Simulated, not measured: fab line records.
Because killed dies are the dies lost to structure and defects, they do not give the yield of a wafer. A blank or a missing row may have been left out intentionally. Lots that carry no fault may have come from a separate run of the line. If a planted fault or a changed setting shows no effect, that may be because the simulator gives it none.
fab line records	flow rit_cmos
record lots=7	wafers=21	last_day=8
route steps=202 shown PLDD@122 SPACER@125 NSD@131 M1@202
lots untouched by any fault: they come from a run of this same line in which no faults occurred
start_h: the number of hours between the record's first day and the start of the first shown wafer of the lot	wait_h: hours from the lot's prior step to this one	" unchanged from the row above	L1.1+2: a row that stands for several wafers	- either no value or no given start	* or withheld: withheld	< > ~ a bound
route shown NAME@n: NAME is a module with steps in the file, n the number in the route of the first one	usual: the fault-free wafers' mean and standard deviation	same: alike in all rows	chamber/n: place in a boat	sites: the reading at each site	_std_site: standard deviation across them	_edge_site: the outer-site mean with the inner-site mean subtracted	radius_mm: how far each site lies from the wafer's centre	mask NAME#n: copy n	behind: the most recent tool/chamber to have shaped the wafer	hold: cause of the lot's hold/its duration in hours/its outcome	device: names the non-switching transistor (n, p or np)	end of line: tests of these same wafers at the route's end	a step given without rows: its recipe and nothing more	killed: the dies lost at the first sort to structure and to defects; this is not the yield of the wafer	map: a wafer's dies, marking killed ones x, the rest . and places with no die _
set.NAME: setting as actually run; set.NAME@STEP: the setting as run at that earlier step	model.NAME: the simulator's own value behind a step, which no gauge read
a table for each step, a row for each wafer; lots at some steps of the route
services: a tool's chamber out of use, with start hour (start_h, from the record's first day; less than 0 if before it), hours out, and reason
## steps
# step RIT_PLDD_IMPLANT_08
# recipe species=BF2	energy_kev=19.73	dose_cm2=9e+14	tilt_deg=7
# step RIT_PLDD_STRIP_09
# recipe chemistry=O2	time_s=180	resist=NOVOLAK	platen_temp_c=withheld	power_w=500	pressure_mtorr=4000	o2_flow_sccm=4000
# usual drypump_motor_current_A=5.9/0.69
lot.wafer	tool	chamber	start_h	wait_h	drypump_motor_current_A	rf_hours_counter_h
L414.1	plasma_asher-04	1	53.90	0.1	5.0	39
L414.2	"	0	"	"	6.6	39
L414.4	"	0	"	"	6.6	-
L420.3	plasma_asher-03	1	92.03	0.1	5.5	-
L420.4	"	0	"	"	5.9	-
L420.5	"	0	"	"	5.9	-
L421.2	plasma_asher-04	1	92.22	0.1	5.0	43
L421.4	"	1	"	"	5.0	-
L421.6	"	0	"	"	6.6	-
L422.1	plasma_asher-02	0	96.93	0.1	6.5	45
L422.3	"	0	"	"	6.5	-
L422.6	"	1	"	"	6.8	-
L427.2	plasma_asher-02	0	137.04	0.1	6.5	48
L427.4	"	0	"	"	6.5	-
L427.5	"	1	"	"	6.8	-
L433.1	plasma_asher-03	1	163.15	0.1	5.5	5
L433.3	"	0	"	"	5.9	-
L433.6	"	0	"	"	5.9	-
L437.1	plasma_asher-04	1	166.75	0.1	5.0	52
L437.2	"	0	"	"	6.6	52
L437.5	"	1	"	"	5.0	-
# step RIT_PLDD_TW_MEAS_10
# usual PLDD_TW=2360/13
lot.wafer	tool	chamber	start_h	wait_h	PLDD_TW
L414.1	film_metro-04	-	54.07	0.1	2372
L414.2	"	-	"	"	2358
L414.4	"	-	"	"	2366
L420.3	film_metro-04	-	92.17	0.1	2377
L420.4	"	-	"	"	2376
L420.5	"	-	"	"	2382
L421.2	film_metro-02	-	92.40	0.1	2350
L421.4	"	-	"	"	2356
L421.6	"	-	"	"	2355
L422.1	film_metro-04	-	97.11	0.1	2364
L422.3	"	-	"	"	2357
L422.6	"	-	"	"	2357
L427.2	film_metro-04	-	137.23	0.1	2374
L427.4	"	-	"	"	2379
L427.5	"	-	"	"	2374
L433.1	film_metro-04	-	163.33	0.1	2366
L433.3	"	-	"	"	2365
L433.6	"	-	"	"	2358
L437.1	film_metro-02	-	166.92	0.1	2344
L437.2	"	-	"	"	2353
L437.5	"	-	"	"	2337
# step RIT_SPACER_CLEAN_00
# recipe chemistry=SC1	mix=3:3:50	time_s=600	temp_c=75
# step RIT_SPACER_CLEAN_01
# recipe chemistry=dHF	dilution=50:1	time_s=30
# step RIT_SPACER_CLEAN_02
# recipe chemistry=SC2	mix=3:3:50	time_s=600	temp_c=75	dry=n2_spin
# step RIT_SPACER_CVD_03
# recipe material=Si3N4	target_thk_nm=250	temp_c=810	precursor=SiH2Cl2/NH3	time_s=3300	pressure_mtorr=300	sih2cl2_flow_sccm=60	nh3_flow_sccm=150
# step RIT_SPACER_THK_MEAS_04
# recipe reads=Si3N4_of_SPACER_CVD_03
# usual SPACER_NITRIDE_THK=249.0/2.3
lot.wafer	tool	chamber	start_h	wait_h	SPACER_NITRIDE_THK[nm]
L414.1	film_metro-02	-	56.70	0.0	250.3
L414.2	"	-	"	"	248.7
L414.4	"	-	"	"	248.6
L420.3	film_metro-02	-	94.52	0.0	252.0
L420.4	"	-	"	"	252.8
L420.5	"	-	"	"	250.2
L421.2	film_metro-04	-	94.76	0.0	248.7
L421.4	"	-	"	"	248.9
L421.6	"	-	"	"	249.2
L422.1	film_metro-03	-	99.45	0.0	250.1
L422.3	"	-	"	"	249.2
L422.6	"	-	"	"	249.1
L427.2	film_metro-03	-	139.57	0.0	246.8
L427.4	"	-	"	"	249.4
L427.5	"	-	"	"	248.6
L433.1	film_metro-02	-	165.67	0.0	251.9
L433.3	"	-	"	"	249.2
L433.6	"	-	"	"	248.5
L437.1	film_metro-02	-	170.92	0.0	249.9
L437.2	"	-	"	"	251.1
L437.5	"	-	"	"	249.9
# step RIT_SPACER_ETCHBACK_05
# recipe target_depth_a=2500	SF6_flow_sccm=30	CHF3_flow_sccm=30	target=Si3N4	chemistry=SF6/CHF3	pressure_mtorr=40	rf_w=250	time_s=240	stop_on=SiO2
# usual drypump_motor_current_A=5.9/0.42	oes_product_au=0.847/0.015	rf_fwd_power_W=249.4/0.82	throttle_valve_pct=10.27/0.21
lot.wafer	tool	chamber	start_h	wait_h	drypump_motor_current_A	oes_product_au	rf_fwd_power_W	rf_hours_counter_h	throttle_valve_pct
L414.1	rie_diel-01	0	56.76	0.1	6.1	0.846	249.2	92	10.55
L414.2	"	3	"	"	4.8	0.830	248.7	146	10.40
L414.4	"	2	"	"	5.4	0.846	250.1	2	10.00
L420.3	rie_diel-02	1	94.56	0.0	6.5	0.852	249.7	21	10.09
L420.4	"	3	"	"	5.8	0.871	250.2	137	10.07
L420.5	"	0	"	"	5.6	0.861	249.6	-	10.45
L421.2	rie_diel-03	2	94.81	0.0	5.8	0.861	249.3	145	10.52
L421.4	"	2	"	"	5.7	0.858	250.0	-	10.51
L421.6	"	0	"	"	6.5	0.830	250.2	-	10.09
L422.1	rie_diel-01	2	99.51	0.1	5.4	0.855	250.0	3	9.98
L422.3	"	1	"	"	6.2	0.845	250.7	31	10.44
L422.6	"	3	"	"	4.7	0.841	250.1	-	10.39
L427.2	rie_diel-03	1	139.62	0.0	6.0	0.833	248.4	0	9.92
L427.4	"	2	"	"	5.8	0.856	249.6	146	10.52
L427.5	"	3	"	"	5.7	0.818	248.5	-	10.37
L433.1	rie_diel-01	2	165.73	0.1	5.4	0.848	248.9	4	9.98
L433.3	"	1	"	"	6.2	0.843	250.6	33	10.43
L433.6	"	2	"	"	5.4	0.851	248.4	-	9.98
L437.1	rie_diel-01	0	170.98	0.1	6.1	0.855	250.1	94	10.54
L437.2	"	1	"	"	6.2	0.845	249.4	33	10.45
L437.5	"	0	"	"	6.1	0.860	249.3	-	10.54
# step RIT_NSD_HMDS_00
# recipe prime_time_s=60	prime_temp_c=140
# step RIT_NSD_COAT_01
# recipe resist=NOVOLAK	spin_rpm=3250	resist_thk_nm=1000
# step RIT_NSD_SOFTBAKE_02
# recipe resist=NOVOLAK	temp_c=90	time_s=60
# step RIT_NSD_EXPOSE_03
# recipe mask_id=M9	na=0.57	target_cd_nm=40700	dose_mj=250
lot.wafer	tool	chamber	start_h	wait_h	mask	model.NSD.overlay_x_nm
L414.1+2+4	iline_stepper-02	0	57.48	0.2	M9#0	-0.8567
L420.3+4+5	iline_stepper-02	0	95.36	0.3	M9#0	-179.5
L421.2+4+6	iline_stepper-02	0	95.45	0.1	M9#0	-179.7
L422.1+3+6	iline_stepper-02	0	100.16	0.1	M9#0	-180.1
L427.2+4+5	iline_stepper-01	0	140.37	0.2	M9#0	-0.939
L433.1+3+6	iline_stepper-01	0	166.52	0.2	M9#0	-0.1174
L437.1+2+5	iline_stepper-01	0	171.58	0.1	M9#0	-0.1611
# step RIT_NSD_PEB_04
# recipe resist=NOVOLAK	temp_c=withheld	time_s=withheld
# step RIT_NSD_DEVELOP_05
# recipe resist=NOVOLAK	develop_time_s=50	dev_temp_c=23
# step RIT_NSD_OVL_MEAS_06
# usual NSD_OVL=-0.1/1.1
lot.wafer	tool	chamber	start_h	wait_h	NSD_OVL[nm]
L414.1	overlay-01	-	58.06	-	-0.3
L414.2	"	-	"	"	-0.6
L414.4	"	-	"	"	0.6
L420.3	overlay-02	-	95.73	-	-177.9
L420.4	"	-	"	"	-180.0
L420.5	"	-	"	"	-179.2
L421.2	overlay-01	-	95.92	-	-181.6
L421.4	"	-	"	"	-179.7
L421.6	"	-	"	"	-180.3
L422.1	overlay-02	-	100.58	-	-179.5
L422.3	"	-	"	"	-181.0
L422.6	"	-	"	"	-179.8
L427.2	overlay-01	-	140.75	-	-2.0
L427.4	"	-	"	"	-1.5
L427.5	"	-	"	"	-2.1
L433.1	overlay-01	-	166.91	-	-0.8
L433.3	"	-	"	"	0.8
L433.6	"	-	"	"	0.5
L437.1	overlay-02	-	172.08	-	0.1
L437.2	"	-	"	"	0.0
L437.5	"	-	"	"	-0.9
# step RIT_NSD_HARDBAKE_07
# recipe resist=NOVOLAK	temp_c=140	time_s=60
# step RIT_M1_PROBE_99
# usual killed_at_contacts=0.1/0.28	killed_at_front_end=7.1/2.8	killed_dies=7.1/2.9	killed_open=3.4/2	killed_short=3.6/2.1
# same gross_dies=264	killed_at_M0_to_M3=0	killed_at_M4_up=0	killed_at_back_side=0	killed_at_other=0
lot.wafer	tool	chamber	start_h	wait_h	killed_at_contacts	killed_at_front_end	killed_dies	killed_open	killed_short	model.etest.select_edge_diode_n.leak_log10_a
L414.1	prober-02	-	68.35	0.1	0	1	1	0	1	-9.778
L414.2	prober-02	-	68.40	0.1	0	8	8	6	2	-10.1
L414.4	prober-02	-	68.50	0.2	0	4	4	2	2	-9.519
L420.3	prober-02	-	105.77	0.2	0	7	7	4	3	-8.122
L420.4	prober-02	-	105.82	0.2	0	2	2	0	2	-8.237
L420.5	prober-02	-	105.87	0.2	0	7	7	4	3	-7.941
L421.2	prober-01	-	107.22	0.1	0	6	6	3	3	-7.938
L421.4	prober-01	-	107.32	0.2	0	8	8	3	5	-7.732
L421.6	prober-01	-	107.42	0.2	0	5	5	4	1	-8.338
L422.1	prober-02	-	110.50	0.1	0	4	4	0	3	-7.972
L422.3	prober-02	-	110.60	0.2	0	7	7	4	2	-8.23
L422.6	prober-02	-	110.75	0.2	0	3	3	1	2	-8.254
L427.2	prober-01	-	151.20	0.1	0	5	5	3	2	-9.682
L427.4	prober-01	-	151.30	0.2	0	11	11	5	6	-9.781
L427.5	prober-01	-	151.35	0.2	1	12	13	8	5	-9.884
L433.1	prober-02	-	177.45	0.1	0	4	4	3	1	-9.712
L433.3	prober-02	-	177.55	0.2	0	15	15	7	8	-9.828
L433.6	prober-02	-	177.70	0.2	0	5	5	4	1	-9.857
L437.1	prober-01	-	182.51	0.1	0	6	6	2	4	-9.795
L437.2	prober-01	-	182.56	0.1	0	4	4	1	3	-9.819
L437.5	prober-01	-	182.71	0.2	0	10	10	2	8	-9.697
# killed by level:class
L414.1 GATE:geometric_particle:short=1
L414.2 REOX:geometric_particle:open=3 FOX1:geometric_particle:short=1 GATE:geometric_particle:open=1 SPACER:geometric_particle:open=1 SILICIDE:geometric_particle:open=1 SILICIDE:geometric_particle:short=1
L414.4 GATE:geometric_particle:short=1 GATE:geometric_particle:open=1 SPACER:geometric_particle:short=1 SILICIDE:geometric_particle:open=1
L420.3 GATE:geometric_particle:open=2 GATE:geometric_particle:short=2 FOX1:geometric_particle:short=1 REOX:geometric_particle:open=1 SILICIDE:geometric_particle:open=1
L420.4 FOX1:geometric_particle:short=2
L420.5 GATE:geometric_particle:short=2 FOX1:geometric_particle:open=1 GATE:geometric_particle:open=1 REOX:geometric_particle:short=1 SPACER:geometric_particle:open=1 SILICIDE:geometric_particle:open=1
L421.2 GATE:geometric_particle:open=2 FOX1:geometric_particle:open=1 GATE:geometric_particle:short=1 REOX:geometric_particle:short=1 SPACER:geometric_particle:short=1
L421.4 GATE:geometric_particle:short=2 FOX1:geometric_particle:open=1 FOX1:geometric_particle:short=1 FOX2:geometric_particle:open=1 GATE:geometric_particle:open=1 SPACER:geometric_particle:short=1 SILICIDE:geometric_particle:short=1
L421.6 SPACER:geometric_particle:open=2 FOX1:geometric_particle:open=1 GATE:geometric_particle:open=1 SPACER:geometric_particle:short=1
L422.1 FOX2:geometric_particle:short=1 GATE:geometric_particle:short=1 REOX:geometric_particle:short=1 NRETRO:coat_microbubble_printed=1
L422.3 REOX:geometric_particle:open=2 SPACER:geometric_particle:open=2 GATE:geometric_particle:short=1 SPACER:geometric_particle:short=1 NRETRO:coat_microbubble_printed=1
L422.6 GATE:geometric_particle:short=2 FOX2:geometric_particle:open=1
L427.2 FOX1:geometric_particle:open=2 GATE:geometric_particle:open=1 GATE:geometric_particle:short=1 SILICIDE:geometric_particle:short=1
L427.4 GATE:geometric_particle:short=4 GATE:geometric_particle:open=3 SPACER:geometric_particle:open=2 REOX:geometric_particle:short=1 SPACER:geometric_particle:short=1
L427.5 GATE:geometric_particle:short=3 GATE:geometric_particle:open=3 FOX1:geometric_particle:open=2 REOX:geometric_particle:short=1 REOX:geometric_particle:open=1 SPACER:geometric_particle:short=1 SPACER:geometric_particle:open=1 CONTACT:geometric_particle:open=1
L433.1 GATE:geometric_particle:open=3 GATE:geometric_particle:short=1
L433.3 GATE:geometric_particle:short=5 GATE:geometric_particle:open=3 SILICIDE:geometric_particle:open=3 SPACER:geometric_particle:short=2 FOX2:geometric_particle:short=1 SPACER:geometric_particle:open=1
L433.6 GATE:geometric_particle:open=4 FOX2:geometric_particle:short=1
L437.1 GATE:geometric_particle:short=3 FOX1:geometric_particle:open=1 SPACER:geometric_particle:short=1 SILICIDE:geometric_particle:open=1
L437.2 FOX2:geometric_particle:short=1 GATE:geometric_particle:short=1 REOX:geometric_particle:short=1 SPACER:geometric_particle:open=1
L437.5 GATE:geometric_particle:short=5 FOX1:geometric_particle:short=1 FOX2:geometric_particle:short=1 REOX:geometric_particle:short=1 REOX:geometric_particle:open=1 SPACER:geometric_particle:open=1
## services
tool	chamber	start_h	hours	kind
rie_diel-01	1	31.07	10.5	repair
iline_stepper-02	-	31.61	1.7	pm
iline_stepper-02	-	50.96	2.1	pm
iline_stepper-02	-	53.04	-	consumable_replace:lamp
iline_stepper-02	0	58.38	-	calibration
rie_diel-02	0	61.71	13.8	repair
plasma_asher-03	-	67.92	1.6	repair
rie_diel-01	2	72.70	12.5	repair
rie_diel-01	1	72.79	3.0	repair
rie_diel-03	-	86.39	1.6	repair
rie_diel-03	3	89.75	6.1	repair
rie_diel-03	-	91.46	0.5	repair
iline_stepper-01	-	91.69	4.4	pm
plasma_asher-03	-	108.75	9.0	pm
rie_diel-02	2	118.60	12.6	repair
rie_diel-02	-	122.05	0.5	repair
plasma_asher-04	-	125.04	1.7	repair
plasma_asher-02	-	126.86	2.8	pm
rie_diel-01	-	129.44	4.3	pm
iline_stepper-02	-	137.13	2.0	repair
rie_diel-01	0	137.90	23.8	repair
iline_stepper-02	-	164.68	11.7	repair
rie_diel-02	2	165.60	6.9	repair
rie_diel-02	-	166.32	2.8	pm
## key
first_sign step=RIT_NSD_OVL_MEAS_06	reading=NSD_OVL	direction=down	sigmas=99+	usual=-0.1	struck=-179.9
effect none on later readings
model_effect step=RIT_NSD_EXPOSE_03	value=NSD.overlay_x_nm	without=0.2355	struck=-179.8
model_effect step=RIT_M1_PROBE_99	value=etest.select_edge_diode_n.leak_log10_a	without=-9.734	struck=-8.085
met_at RIT_NSD_EXPOSE_03
struck_wafers L420.3,L420.4,L420.5,L421.2,L421.4,L421.6,L422.1,L422.3,L422.6
tester_left_out L420,L421,L422
onset_between 57.48 95.36
fault kind=scanner_matching_overlay	tool=iline_stepper-02	chamber=-	onset_h=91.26	steps=RIT_NSD_EXPOSE_03	offset=-180
# tester_left_out: of these lots the tester's yield and bins aren't shown, on N5 and GAA mostly nor the transistor test; their killed dies are dies lost to structure and defects alone, not to doping, threshold or leakage, so they don't give the yield
